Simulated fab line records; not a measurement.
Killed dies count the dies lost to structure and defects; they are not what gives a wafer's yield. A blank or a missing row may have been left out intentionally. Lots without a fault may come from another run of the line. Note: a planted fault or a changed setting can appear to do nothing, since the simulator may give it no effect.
fab line records | flow rit-cmos
[record] lots = 5 | wafers = 15 | last-day = 7
route steps=202 shown M1@188
lots untouched by any fault: they come from a run of this same line in which no faults occurred
start-h: start of the lot's first displayed wafer, in hours after the record's first day | wait-h: hours elapsed since this lot's preceding step | " same as the row above | L1.1+2: several wafers, shown together as one row | - no value present, or no start provided | * or withheld: withheld | < > ~ a bound
route shown NAME@n: names a module that has steps shown in the file, with the first one's number in the route | usual: average and standard deviation across the fault-free wafers | same: alike in all rows | chamber/n: place in a boat | sites: the reading at each site | _std_site: standard deviation of those values | _edge_site: inner sites' mean taken away from outer sites' mean | radius-mm: how far each site lies from the wafer's centre | mask NAME#n: copy n | behind: the last tool/chamber to shape the wafer | hold: why the lot went on hold/how many hours it stayed there/how the hold came to an end | device: the n, p or np transistor that did not switch | end of line: the tests these same wafers got at the end of their route | step lacking rows: just its recipe | killed: not the wafer's yield, but the dies lost to structure and defects at the first sort | map: per-die view of a wafer (x killed, . not killed, _ where there is no die)
set.NAME: the setting the step ran with; set.NAME@STEP: the setting that earlier step ran with | model.NAME: the simulator's own value behind a step, which no gauge read
lots seen at some steps along the route; tables by step, rows by wafer
services: from which hour (start-h, from the record's first day; less than 0 if before it) a tool's chamber was out of use, for how many hours, and why
[[steps]]
[step RIT_M1_COAT_04]
[recipe] resist = NOVOLAK | spin-rpm = 2000 | resist-thk-nm = 1300
lot.wafer  | tool           | chamber | start-h | wait-h
L076.1+2+4 | litho-track-04 | 0       | 65.18   | 0.1
L081.1+4+5 | litho-track-04 | 0       | 97.77   | 0.1
L084.2+3+5 | litho-track-01 | 0       | 111.62  | 0.1
L085.1+2+4 | litho-track-01 | 0       | 119.24  | 0.1
L089.1+4+6 | litho-track-03 | 0       | 132.06  | 0.1
[step RIT_M1_SOFTBAKE_05]
[recipe] resist = NOVOLAK | temp-c = 90 | time-s = 60
lot.wafer  | tool           | chamber | start-h | wait-h
L076.1+2+4 | litho-track-04 | 0       | 65.33   | 0.1
L081.1+4+5 | litho-track-04 | 0       | 97.92   | 0.1
L084.2+3+5 | litho-track-01 | 0       | 111.77  | 0.1
L085.1+2+4 | litho-track-01 | 0       | 119.39  | 0.1
L089.1+4+6 | litho-track-03 | 0       | 132.21  | 0.1
[step RIT_M1_EXPOSE_06]
[recipe] mask-id = M12 | na = 0.6 | source-shape = conventional | sigma-outer = 0.5 | target-cd-nm = 2600 | dose-mj = 250
lot.wafer  | tool             | chamber | start-h | wait-h | mask
L076.1+2+4 | iline-stepper-02 | 0       | 65.60   | 0.2    | M12#0
L081.1+4+5 | iline-stepper-01 | 0       | 98.20   | 0.2    | M12#0
L084.2+3+5 | iline-stepper-01 | 0       | 112.04  | 0.2    | M12#0
L085.1+2+4 | iline-stepper-02 | 0       | 119.66  | 0.2    | M12#0
L089.1+4+6 | iline-stepper-02 | 0       | 132.48  | 0.2    | M12#0
[step RIT_M1_PEB_07]
[recipe] resist = NOVOLAK | temp-c = withheld | time-s = withheld
lot.wafer  | tool           | chamber | start-h | wait-h
L076.1+2+4 | litho-track-01 | 0       | 65.72   | 0.1
L081.1+4+5 | litho-track-03 | 0       | 98.31   | 0.1
L084.2+3+5 | litho-track-04 | 0       | 112.16  | 0.1
L085.1+2+4 | litho-track-03 | 0       | 119.78  | 0.1
L089.1+4+6 | litho-track-01 | 0       | 132.67  | 0.2
[step RIT_M1_DEVELOP_08]
[recipe] resist = NOVOLAK | develop-time-s = 68 | dev-temp-c = 23.78
[usual] developer-temp-C = 23.77/0.1
lot.wafer | tool           | chamber | start-h | wait-h | developer-temp-C
L076.1    | litho-track-01 | 0       | -       | -      | 23.80
L076.2    | "              | 0       | "       | "      | 23.66
L076.4    | "              | 0       | "       | "      | 23.74
L081.1    | litho-track-03 | 0       | -       | -      | 23.68
L081.4    | "              | 0       | "       | "      | 23.62
L081.5    | "              | 0       | "       | "      | 23.77
L084.2    | litho-track-04 | 0       | -       | -      | 23.65
L084.3    | "              | 0       | "       | "      | 23.74
L084.5    | "              | 0       | "       | "      | 23.73
L085.1    | litho-track-03 | 0       | -       | -      | 23.87
L085.2    | "              | 0       | "       | "      | 23.89
L085.4    | "              | 0       | "       | "      | 23.86
L089.1    | litho-track-01 | 0       | -       | -      | 23.74
L089.4    | "              | 0       | "       | "      | 23.84
L089.6    | "              | 0       | "       | "      | 23.90
[step RIT_M1_CD_MEAS_09]
[recipe] target-cd-nm = 2600
[usual] cd-nm = 2599.3/2.4
lot.wafer | tool      | chamber | start-h | wait-h | cd-nm
L076.1    | cd-sem-02 | -       | 66.03   | -      | 2597.5
L076.2    | "         | -       | "       | "      | 2596.1
L076.4    | "         | -       | "       | "      | 2597.1
L081.1    | cd-sem-01 | -       | 98.63   | -      | 2600.4
L081.4    | "         | -       | "       | "      | 2599.3
L081.5    | "         | -       | "       | "      | 2601.1
L084.2    | cd-sem-02 | -       | 112.47  | -      | 2599.3
L084.3    | "         | -       | "       | "      | 2602.6
L084.5    | "         | -       | "       | "      | 2598.9
L085.1    | cd-sem-01 | -       | 120.09  | -      | 2601.0
L085.2    | "         | -       | "       | "      | 2603.8
L085.4    | "         | -       | "       | "      | 2603.4
L089.1    | cd-sem-01 | -       | 132.99  | -      | 2602.2
L089.4    | "         | -       | "       | "      | 2599.2
L089.6    | "         | -       | "       | "      | 2598.8
[step RIT_M1_OVL_MEAS_10]
[usual] M1_OVL = -0.2/1.4
lot.wafer | tool       | chamber | start-h | wait-h | M1_OVL[nm]
L076.1    | overlay-01 | -       | 66.15   | 0.1    | -1.3
L076.2    | "          | -       | "       | "      | -1.0
L076.4    | "          | -       | "       | "      | -0.9
L081.1    | overlay-01 | -       | 98.75   | 0.1    | 0.8
L081.4    | "          | -       | "       | "      | 1.4
L081.5    | "          | -       | "       | "      | -2.2
L084.2    | overlay-01 | -       | 112.57  | 0.1    | -0.6
L084.3    | "          | -       | "       | "      | -1.3
L084.5    | "          | -       | "       | "      | -2.9
L085.1    | overlay-01 | -       | 120.21  | 0.1    | -1.0
L085.2    | "          | -       | "       | "      | 0.3
L085.4    | "          | -       | "       | "      | -2.4
L089.1    | overlay-01 | -       | 133.11  | 0.1    | 0.6
L089.4    | "          | -       | "       | "      | -1.8
L089.6    | "          | -       | "       | "      | -2.0
[step RIT_M1_HARDBAKE_11]
[recipe] resist = NOVOLAK | temp-c = 140 | time-s = 120
lot.wafer  | tool           | chamber | start-h | wait-h
L076.1+2+4 | litho-track-04 | 0       | 66.19   | 0.0
L081.1+4+5 | litho-track-01 | 0       | 98.78   | 0.0
L084.2+3+5 | litho-track-01 | 0       | 112.64  | 0.1
L085.1+2+4 | litho-track-03 | 0       | 120.25  | 0.0
L089.1+4+6 | litho-track-04 | 0       | 133.24  | 0.1
[step RIT_M1_METAL_ETCH_12]
[recipe] stop-on = SiO2 | chemistry = Cl2/BCl3 | target = Al | time-s = 165 | over-etch-frac = 0.5 | pressure-mtorr = 100 | target-depth-a = 6000 | rf-w = 242.2 | Cl2_flow_sccm = 60 | bcl3-flow-sccm = 50
[usual] drypump-motor-current-A = 5.85/0.27 | oes-product-au = 0.777/0.013 | throttle-valve-pct = 8.23/0.12
lot.wafer | tool         | chamber | start-h | wait-h | drypump-motor-current-A | oes-product-au | rf-hours-counter-h | throttle-valve-pct
L076.1    | rie-metal-04 | 1       | 66.44   | 0.2    | 5.65                    | 0.781          | 4.1                | 8.11
L076.2    | "            | 0       | "       | "      | 5.68                    | 0.752          | 4.1                | 8.30
L076.4    | "            | 0       | "       | "      | 5.68                    | 0.757          | -                  | 8.31
L081.1    | rie-metal-01 | 0       | 99.03   | 0.2    | 6.22                    | 0.799          | 1.1                | 8.26
L081.4    | "            | 0       | "       | "      | 6.24                    | 0.785          | -                  | 8.28
L081.5    | "            | 0       | "       | "      | 6.25                    | 0.791          | -                  | 8.27
L084.2    | rie-metal-01 | 1       | 112.85  | 0.2    | 5.59                    | 0.775          | 1.3                | 8.26
L084.3    | "            | 0       | "       | "      | 6.21                    | 0.797          | -                  | 8.27
L084.5    | "            | 1       | "       | "      | 5.60                    | 0.764          | -                  | 8.24
L085.1    | rie-metal-04 | 1       | 120.50  | 0.2    | 5.69                    | 0.772          | 4.7                | 8.12
L085.2    | "            | 1       | "       | "      | 5.74                    | 0.782          | -                  | 8.11
L085.4    | "            | 1       | "       | "      | 5.68                    | 0.779          | -                  | 8.12
L089.1    | rie-metal-02 | 1       | 133.49  | 0.2    | 6.25                    | 0.769          | 3.2                | 8.41
L089.4    | "            | 0       | "       | "      | 5.64                    | 0.792          | -                  | 8.03
L089.6    | "            | 0       | "       | "      | 5.62                    | 0.787          | -                  | 8.05
[step RIT_M1_STRIP_13]
[recipe] chemistry = nmp | resist = NOVOLAK | temp-c = 80 | time-s = 600 | dry = n2-spin
lot.wafer  | tool         | chamber | start-h | wait-h
L076.1+2+4 | wet-bench-02 | 2       | 66.60   | 0.1
L081.1+4+5 | wet-bench-03 | 1       | 99.20   | 0.1
L084.2+3+5 | wet-bench-03 | 3       | 113.01  | 0.1
L085.1+2+4 | wet-bench-03 | 1       | 120.82  | 0.3
L089.1+4+6 | wet-bench-02 | 1       | 133.65  | 0.1
[step RIT_M1_STRIP_14]
[recipe] chemistry = O2 | time-s = 180 | platen-temp-c = withheld | power-w = 500 | pressure-mtorr = 4000 | o2-flow-sccm = 4000
[usual] drypump-motor-current-A = 5.67/0.3 | rf-refl-power-W = 6.3/1.7
lot.wafer | tool            | chamber | start-h | wait-h | drypump-motor-current-A | rf-hours-counter-h | rf-refl-power-W
L076.1    | plasma-asher-02 | 1       | 66.77   | 0.0    | 5.67                    | 26                 | 8.3
L076.2    | "               | 0       | "       | "      | 5.12                    | 26                 | 6.2
L076.4    | "               | 0       | "       | "      | 5.13                    | -                  | 6.3
L081.1    | plasma-asher-01 | 0       | 99.37   | 0.0    | 5.55                    | 45                 | 5.8
L081.4    | "               | 0       | "       | "      | 5.54                    | -                  | 6.1
L081.5    | "               | 0       | "       | "      | 5.56                    | -                  | 6.0
L084.2    | plasma-asher-04 | 0       | 113.19  | 0.0    | 5.92                    | 48                 | 9.0
L084.3    | "               | 1       | "       | "      | 5.67                    | -                  | 3.7
L084.5    | "               | 0       | "       | "      | 5.92                    | -                  | 8.4
L085.1    | plasma-asher-02 | 0       | 121.01  | 0.0    | 5.13                    | 32                 | 6.2
L085.2    | "               | 1       | "       | "      | 5.72                    | 32                 | 8.1
L085.4    | "               | 1       | "       | "      | 5.70                    | -                  | 8.3
L089.1    | plasma-asher-04 | 0       | 133.83  | 0.0    | 5.91                    | 51                 | 8.2
L089.4    | "               | 1       | "       | "      | 5.66                    | -                  | 3.6
L089.6    | "               | 0       | "       | "      | 5.91                    | -                  | 8.2
[step RIT_M1_CD_MEAS_90]
[recipe] target-cd-nm = 2600
[usual] cd-nm = 2601.4/2.6
lot.wafer | tool      | chamber | start-h | wait-h | cd-nm
L076.1    | cd-sem-01 | -       | 66.95   | 0.1    | 2602.5
L076.2    | "         | -       | "       | "      | 2597.6
L076.4    | "         | -       | "       | "      | 2600.9
L081.1    | cd-sem-02 | -       | 99.55   | 0.1    | 2603.5
L081.4    | "         | -       | "       | "      | 2601.2
L081.5    | "         | -       | "       | "      | 2603.9
L084.2    | cd-sem-02 | -       | 113.38  | 0.1    | 2601.1
L084.3    | "         | -       | "       | "      | 2603.7
L084.5    | "         | -       | "       | "      | 2599.4
L085.1    | cd-sem-02 | -       | 121.19  | 0.1    | 2602.3
L085.2    | "         | -       | "       | "      | 2605.1
L085.4    | "         | -       | "       | "      | 2605.8
L089.1    | cd-sem-02 | -       | 134.00  | 0.1    | 2604.2
L089.4    | "         | -       | "       | "      | 2601.0
L089.6    | "         | -       | "       | "      | 2599.9
[step RIT_M1_ANNEAL_15]
[recipe] temp-c = 450 | time-s = 1800 | ambient = forming_gas_H2N2
[usual] zone-power-centre-pct = 16.41/0.16 | zone-power-load-pct = 7.22/0.071 | zone-power-source-pct = 6.79/0.065
lot.wafer | tool       | chamber | start-h | wait-h | zone-power-centre-pct | zone-power-load-pct | zone-power-source-pct
L076.1    | furnace-02 | 0       | 67.07   | 0.1    | 16.20                 | 7.16                | 6.77
L076.2    | "          | 0       | "       | "      | 16.55                 | 7.25                | 6.80
L076.4    | "          | 0       | "       | "      | 16.49                 | 7.26                | 6.79
L081.1    | furnace-02 | 0       | 99.67   | 0.1    | 16.36                 | 7.20                | 6.83
L081.4    | "          | 0       | "       | "      | 16.24                 | 7.22                | 6.83
L081.5    | "          | 0       | "       | "      | 16.43                 | 7.15                | 6.80
L084.2    | furnace-02 | 0       | 113.48  | 0.1    | 16.54                 | 7.06                | 6.86
L084.3    | "          | 0       | "       | "      | 16.41                 | 7.13                | 6.82
L084.5    | "          | 0       | "       | "      | 16.41                 | 7.28                | 6.75
L085.1    | furnace-02 | 0       | 121.31  | 0.1    | 16.43                 | 7.12                | 6.73
L085.2    | "          | 0       | "       | "      | 16.21                 | 7.06                | 6.70
L085.4    | "          | 0       | "       | "      | 16.58                 | 7.24                | 6.82
L089.1    | furnace-02 | 0       | 157.12  | 23.1   | 16.29                 | 7.14                | 6.83
L089.4    | "          | 0       | "       | "      | 16.40                 | 7.25                | 6.65
L089.6    | "          | 0       | "       | "      | 16.33                 | 7.24                | 6.84
[step RIT_M1_BOW_MEAS_16]
[recipe] mode = bow
[usual] M1_BOW = 17/6.3
lot.wafer | tool          | chamber | start-h | wait-h | M1_BOW[um]
L076.1    | film-metro-03 | -       | 68.57   | 0.0    | 9
L076.2    | "             | -       | "       | "      | 21
L076.4    | "             | -       | "       | "      | 12
L081.1    | film-metro-03 | -       | 101.17  | 0.0    | 13
L081.4    | "             | -       | "       | "      | 15
L081.5    | "             | -       | "       | "      | 21
L084.2    | film-metro-04 | -       | 115.00  | 0.0    | 23
L084.3    | "             | -       | "       | "      | 26
L084.5    | "             | -       | "       | "      | 6
L085.1    | film-metro-03 | -       | 122.81  | 0.0    | 26
L085.2    | "             | -       | "       | "      | 17
L085.4    | "             | -       | "       | "      | 17
L089.1    | film-metro-04 | -       | 158.74  | 0.1    | 21
L089.4    | "             | -       | "       | "      | 17
L089.6    | "             | -       | "       | "      | 23
[step RIT_M1_PROBE_99]
[usual] defect-limited-yield = 97.6/1.2 | killed-at-contacts = 0.1/0.23 | killed-at-front-end = 6/3.1 | killed-dies = 6/3.1 | killed-open = 3.2/1.9 | killed-short = 3.2/2.1 | sort_bin_3_pad_short = 0.1/0.22 | sort_bin_5_function = 1.5/0.86 | sort_bin_6_memory = 0.9/0.61 | sort-n-pass = 258/3.1 | sort-yield-pct = 97.6/1.2
[same] gross-dies = 264 | killed_at_M0_to_M3 = 0 | killed_at_M4_up = 0 | killed-at-back-side = 0 | killed-at-other = 0
lot.wafer | tool      | chamber | start-h | wait-h | defect-limited-yield[%] | killed-at-contacts | killed-at-front-end | killed-dies | killed-open | killed-short | sort_bin_3_pad_short[%] | sort_bin_5_function[%] | sort_bin_6_memory[%] | sort-n-pass | sort-yield-pct[%]
L076.1    | prober-02 | -       | 68.69   | 0.1    | 97.3                    | 0                  | 7                   | 7           | 4           | 3            | 0                       | 2.7                    | 0                    | 257         | 97.3
L076.2    | prober-02 | -       | 68.74   | 0.1    | 98.1                    | 0                  | 5                   | 5           | 2           | 3            | 0.4                     | 1.1                    | 0.4                  | 259         | 98.1
L076.4    | prober-02 | -       | 68.84   | 0.2    | 98.9                    | 0                  | 3                   | 3           | 3           | 0            | 0                       | 0.8                    | 0.4                  | 261         | 98.9
L081.1    | prober-01 | -       | 101.29  | 0.1    | 96.6                    | 0                  | 9                   | 9           | 4           | 5            | 0.4                     | 2.3                    | 0.8                  | 255         | 96.6
L081.4    | prober-01 | -       | 101.44  | 0.2    | 96.6                    | 1                  | 8                   | 9           | 3           | 6            | 0                       | 2.7                    | 0.8                  | 255         | 96.6
L081.5    | prober-01 | -       | 101.49  | 0.2    | 98.5                    | 0                  | 4                   | 4           | 3           | 1            | 0                       | 1.1                    | 0.4                  | 260         | 98.5
L084.2    | prober-02 | -       | 115.15  | 0.1    | 96.2                    | 0                  | 10                  | 10          | 3           | 7            | 0.4                     | 2.3                    | 1.1                  | 254         | 96.2
L084.3    | prober-02 | -       | 115.20  | 0.2    | 95.1                    | 0                  | 13                  | 13          | 4           | 9            | 0.4                     | 3.8                    | 0.8                  | 251         | 95.1
L084.5    | prober-02 | -       | 115.30  | 0.2    | 98.1                    | 0                  | 5                   | 5           | 4           | 1            | 0                       | 1.1                    | 0.8                  | 259         | 98.1
L089.1    | prober-02 | -       | 159.04  | 0.3    | 97.7                    | 0                  | 6                   | 6           | 2           | 4            | 0                       | 1.5                    | 0.8                  | 258         | 97.7
L089.4    | prober-02 | -       | 159.19  | 0.4    | 98.9                    | 0                  | 3                   | 3           | 2           | 1            | 0                       | 0.4                    | 0.8                  | 261         | 98.9
L089.6    | prober-02 | -       | 159.29  | 0.4    | 97.7                    | 0                  | 6                   | 6           | 2           | 4            | 0.4                     | 0.4                    | 1.5                  | 258         | 97.7
// killed by level:class
L076.1 SILICIDE:geometric-particle:open=2 FOX1:geometric-particle:open=1 GATE:geometric-particle:short=1 GATE:geometric-particle:open=1 SPACER:geometric-particle:short=1 SILICIDE:geometric-particle:short=1
L076.2 FOX1:geometric-particle:open=1 FOX1:geometric-particle:short=1 GATE:geometric-particle:short=1 GATE:geometric-particle:open=1 REOX:geometric-particle:short=1
L076.4 GATE:geometric-particle:open=1 REOX:geometric-particle:open=1 SPACER:geometric-particle:open=1
L081.1 GATE:geometric-particle:open=2 FOX1:geometric-particle:short=1 FOX1:geometric-particle:open=1 FOX2:geometric-particle:short=1 GATE:geometric-particle:short=1 REOX:geometric-particle:short=1 REOX:geometric-particle:open=1 SPACER:geometric-particle:short=1
L081.4 REOX:geometric-particle:short=3 FOX2:geometric-particle:short=2 FOX1:geometric-particle:open=1 GATE:geometric-particle:open=1 SPACER:geometric-particle:open=1 CONTACT:geometric-particle:short=1
L081.5 GATE:geometric-particle:open=2 FOX2:geometric-particle:open=1 GATE:geometric-particle:short=1
L084.2 GATE:geometric-particle:short=4 FOX1:geometric-particle:short=1 FOX2:geometric-particle:short=1 GATE:geometric-particle:open=1 REOX:geometric-particle:open=1 SILICIDE:geometric-particle:short=1 SILICIDE:geometric-particle:open=1
L084.3 GATE:geometric-particle:short=5 GATE:geometric-particle:open=3 SILICIDE:geometric-particle:short=2 FOX2:geometric-particle:short=1 SPACER:geometric-particle:short=1 SILICIDE:geometric-particle:open=1
L084.5 FOX2:geometric-particle:open=2 GATE:geometric-particle:open=2 GATE:geometric-particle:short=1
L089.1 REOX:geometric-particle:short=2 FOX2:geometric-particle:short=1 GATE:geometric-particle:open=1 GATE:geometric-particle:short=1 REOX:geometric-particle:open=1
L089.4 GATE:geometric-particle:open=1 REOX:geometric-particle:open=1 SPACER:geometric-particle:short=1
L089.6 FOX1:geometric-particle:short=2 REOX:geometric-particle:open=2 GATE:geometric-particle:short=1 REOX:geometric-particle:short=1
[[services]]
tool             | chamber | start-h | hours | kind
plasma-asher-02  | -       | 48.76   | 7.4   | repair
iline-stepper-01 | 0       | 54.26   | -     | calibration
rie-metal-04     | -       | 65.62   | 0.3   | repair
rie-metal-02     | 0       | 71.83   | 2.3   | repair
plasma-asher-02  | -       | 97.46   | 1.3   | repair
iline-stepper-01 | -       | 107.67  | 2.1   | pm
wet-bench-02     | -       | 108.92  | 1.3   | repair
iline-stepper-01 | -       | 109.76  | -     | consumable-replace:lamp
iline-stepper-01 | -       | 117.13  | 4.4   | pm
rie-metal-04     | 0       | 117.35  | 10.5  | repair
plasma-asher-04  | -       | 125.17  | 1.5   | repair
rie-metal-04     | 0       | 131.99  | 1.2   | repair
iline-stepper-02 | 0       | 134.74  | -     | calibration
[[key]]
fault none
